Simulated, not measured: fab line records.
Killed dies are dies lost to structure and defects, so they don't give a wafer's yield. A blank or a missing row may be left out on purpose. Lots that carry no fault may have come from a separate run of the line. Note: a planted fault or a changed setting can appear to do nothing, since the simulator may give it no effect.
Struck lot and sound lot, side by side	flow rit_cmos	15 out of 202 route steps
Sound: these wafers, L123.2, L123.4, L123.6. Struck: wafers L119.2, L119.3, L119.5. The cause comes at the end.
Each step with rows lists, per side, the tool, then ch with its chambers, then its first start. Under that, the readings that differ: sound wafers	struck wafers	difference of the means	sigmas: that difference in standard deviations of wafers without a fault.
alike: readings whose means differ by less than 2 such deviations, and words and numbers that are the same on both sides. not compared: withheld readings, readings that some wafer has no value for, bounds like >300 that may hide the same value, and numbers for which the record gives no deviation and whose values overlap.
A row with sigmas, a row that says differs or no value, or rows on one side alone: a step with any of these is where the two part. Numbers that have no deviation but don't overlap get no sigmas and don't part them. A reading that every wafer of one side lacks parts them only if that side has two wafers or more.

first, 4 steps without rows for these wafers: RIT_PLDD_SOFTBAKE_02 (time 60 s); RIT_PLDD_EXPOSE_03 (exposes mask M8, target cd 40900 nm); RIT_PLDD_PEB_04; RIT_PLDD_DEVELOP_05 (develop time 50 s).
RIT_PLDD_OVL_MEAS_06:
  sound on overlay-01 at day 5 19:53; struck on overlay-01 at day 5 01:29
  alike: PLDD_OVL
then, 2 steps without rows for these wafers: RIT_PLDD_HARDBAKE_07 (time 60 s); RIT_PLDD_IMPLANT_08.
RIT_PLDD_STRIP_09: strips in O2, time 180 s.
  sound on plasma_asher-03 ch 0,1, day 5 20:13; struck on plasma_asher-01 ch 1, day 5 01:49
  alike: drypump_motor_current_A, o2_flow_sccm
  not compared: rf_hours_counter_h
RIT_PLDD_TW_MEAS_10:
  sound on film_metro-02 at day 5 20:25; struck on film_metro-01 at day 5 01:59
  alike: PLDD_TW
then, 3 steps without rows for these wafers: RIT_SPACER_CLEAN_00 (cleans in SC1, time 600 s); RIT_SPACER_CLEAN_01 (cleans in dHF, time 30 s); RIT_SPACER_CLEAN_02 (cleans in SC2, time 600 s).
RIT_SPACER_CVD_03: deposits Si3N4 from SiH2Cl2/NH3, target thk 250 nm, time 3300 s.
  sound on lpcvd-01 ch 1, day 5 20:49; struck on lpcvd-02 ch 0, day 5 03:23
reading	sound	struck	difference	sigmas
model.Si3N4_of_SPACER_CVD_03.thk_nm (nm)	252 249.1 252	433.5 432.6 433.9	+182.3	
RIT_SPACER_THK_MEAS_04:
  sound on film_metro-02 at day 5 22:45; struck on film_metro-03 at day 5 06:29
reading	sound	struck	difference	sigmas
SPACER_NITRIDE_THK (nm)	252.0 249.2 252.0	434.0 432.5 433.9	+182.4	+76
  not compared: hold
RIT_M1_PROBE_99:
  the record holds rows for the sound wafers here (prober-02, day 6 10:00) but none for the struck ones

## WHERE THEY PART
First at RIT_SPACER_THK_MEAS_04; last, within this record, at RIT_M1_PROBE_99.

WHY: the cause the simulator had injected
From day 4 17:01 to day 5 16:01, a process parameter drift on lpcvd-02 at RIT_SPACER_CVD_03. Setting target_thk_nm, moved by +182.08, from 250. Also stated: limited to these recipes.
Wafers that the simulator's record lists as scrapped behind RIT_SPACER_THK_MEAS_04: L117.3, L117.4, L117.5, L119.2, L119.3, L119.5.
